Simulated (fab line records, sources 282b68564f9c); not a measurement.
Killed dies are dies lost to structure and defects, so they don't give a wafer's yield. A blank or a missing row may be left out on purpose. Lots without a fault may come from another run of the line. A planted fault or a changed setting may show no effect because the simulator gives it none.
Split-lot experiment | flow rit_cmos | 5 lots, 23 wafers read, on a route of 202 steps

THE SPLIT
At RIT_NLDD_COAT_01 (resist thk 1000 nm), the setting resist_thk_nm was moved away from the recipe's 1000 nm on 5 of the 23 wafers read, by -2.4% to -1.9%. The other wafers ran this setting at the recipe's value.

FROM THE SPLIT TO THE READING: what the file shows between them, 3 steps
- RIT_NLDD_SOFTBAKE_02: time 60 s
- RIT_NLDD_EXPOSE_03: exposes mask M7, target cd 40700 nm
- RIT_NLDD_DEVELOP_05: develop time 50 s

THE READING
NOVOLAK_of_NLDD_COAT_01.thk_nm (the simulator's own value, which no gauge read), in nm, at RIT_NLDD_HARDBAKE_07 (time 60 s). The file gives no usual value for it. The 18 wafers here that ran the recipe average 884.8 nm, standard deviation 1.9 nm.

wafer  | tool, chamber at the split | resist_thk_nm as run, nm | against the recipe | NOVOLAK_of_NLDD_COAT_01.thk_nm, nm | against lot-mates on the recipe
L075.2 | litho_track-02, 0          | 1000                     | recipe             | 882.6                              | -
L075.3 | litho_track-02, 0          | 1000                     | recipe             | 884.3                              | -
L075.4 | litho_track-02, 0          | 980.5                    | -1.9%              | 864.7                              | -18.6
L075.5 | litho_track-02, 0          | 980.5                    | -1.9%              | 864.7                              | -18.6
L075.6 | litho_track-02, 0          | 1000                     | recipe             | 882.9                              | -
L076.1 | litho_track-02, 0          | 976.2                    | -2.4%              | 862.4                              | -20.9
L076.2 | litho_track-02, 0          | 1000                     | recipe             | 881.7                              | -
L076.4 | litho_track-02, 0          | 976.2                    | -2.4%              | 865.2                              | -18.1
L076.5 | litho_track-02, 0          | 1000                     | recipe             | 884.9                              | -
L076.6 | litho_track-02, 0          | 976.2                    | -2.4%              | 861.4                              | -21.9
L081.3 | litho_track-04, 0          | 1000                     | recipe             | 885                                | -
L081.4 | litho_track-04, 0          | 1000                     | recipe             | 886.9                              | -
L081.6 | litho_track-04, 0          | 1000                     | recipe             | 888.3                              | -
L082.1 | litho_track-03, 0          | 1000                     | recipe             | 884                                | -
L082.3 | litho_track-03, 0          | 1000                     | recipe             | 884.3                              | -
L082.4 | litho_track-03, 0          | 1000                     | recipe             | 884.2                              | -
L082.5 | litho_track-03, 0          | 1000                     | recipe             | 883.1                              | -
L082.6 | litho_track-03, 0          | 1000                     | recipe             | 886.8                              | -
L085.2 | litho_track-04, 0          | 1000                     | recipe             | 886.7                              | -
L085.3 | litho_track-04, 0          | 1000                     | recipe             | 884                                | -
L085.5 | litho_track-04, 0          | 1000                     | recipe             | 884                                | -
L085.4 | litho_track-04, 0          | 1000                     | recipe             | 885.1                              | -
L085.6 | litho_track-04, 0          | 1000                     | recipe             | 888.5                              | -

THE FIT
A straight line over all 23 wafers: NOVOLAK_of_NLDD_COAT_01.thk_nm changes by +9.52 nm for each +1% of resist_thk_nm; r = +0.98; the points scatter about the line by 1.9 nm.
The same after taking each lot's own level away (the mean of its wafers on the recipe; 23 wafers): +8.82 nm for each +1%; r = +0.98; scatter 1.5 nm.
On that fit, the largest move of resist_thk_nm shifts the reading by 21 nm.
The lots' own levels span 883.27 to 886.73 nm, that is 1.9 times the standard deviation above.
So the lot-to-lot level changes the slope little: the two slopes agree.
Check: with one of the wafers moved furthest among these (-2.4%) left out of the fit, the line predicts -21.1 nm for it against its lot-mates. It came out at -20.9 nm against them.

OTHER SPLITS ON THESE WAFERS
These wafers also went through other splits before the reading. Each is held against what the fit with the lots' levels taken away leaves over:
other split on the same wafers   | wafers away from the commonest value | r with NOVOLAK_of_NLDD_COAT_01.thk_nm (lot level and that fit taken away)
RIT_ACTIVE_OXIDATION_01 temp_c   | 18                                   | +0.16
RIT_ACTIVE_DEVELOP_10 dev_temp_c | 9                                    | +0.02
RIT_NWELL_COAT_01 spin_rpm       | 7                                    | -0.08
RIT_NWELL_IMPLANT_08 energy_kev  | 10                                   | +0.10
RIT_PWELL_IMPLANT_08 dose_cm2    | 10                                   | -0.04
RIT_NRETRO_IMPLANT_08 dose_cm2   | 6                                    | +0.17
RIT_GATE_CVD_08 time_s           | 18                                   | +0.13
RIT_GATE_DEVELOP_15 dev_temp_c   | 6                                    | +0.07

THE WHOLE CHAIN: every reading that the file lists as answering this split, in the file's order
step                 | what it does       | reading                                                                         | change (the file's fit)              | r (the file's)
RIT_NLDD_COAT_01     | resist thk 1000 nm | NOVOLAK_of_NLDD_COAT_01.thk_nm (the simulator's own value, which no gauge read) | +10.2 nm for each +1% of the setting | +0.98
RIT_NLDD_HARDBAKE_07 | time 60 s          | NOVOLAK_of_NLDD_COAT_01.thk_nm (the simulator's own value, which no gauge read) | +8.93 nm for each +1% of the setting | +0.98

THE FILE'S OWN FIT
NOVOLAK_of_NLDD_COAT_01.thk_nm changes by +8.93 nm for each +1% of resist_thk_nm, r = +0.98.
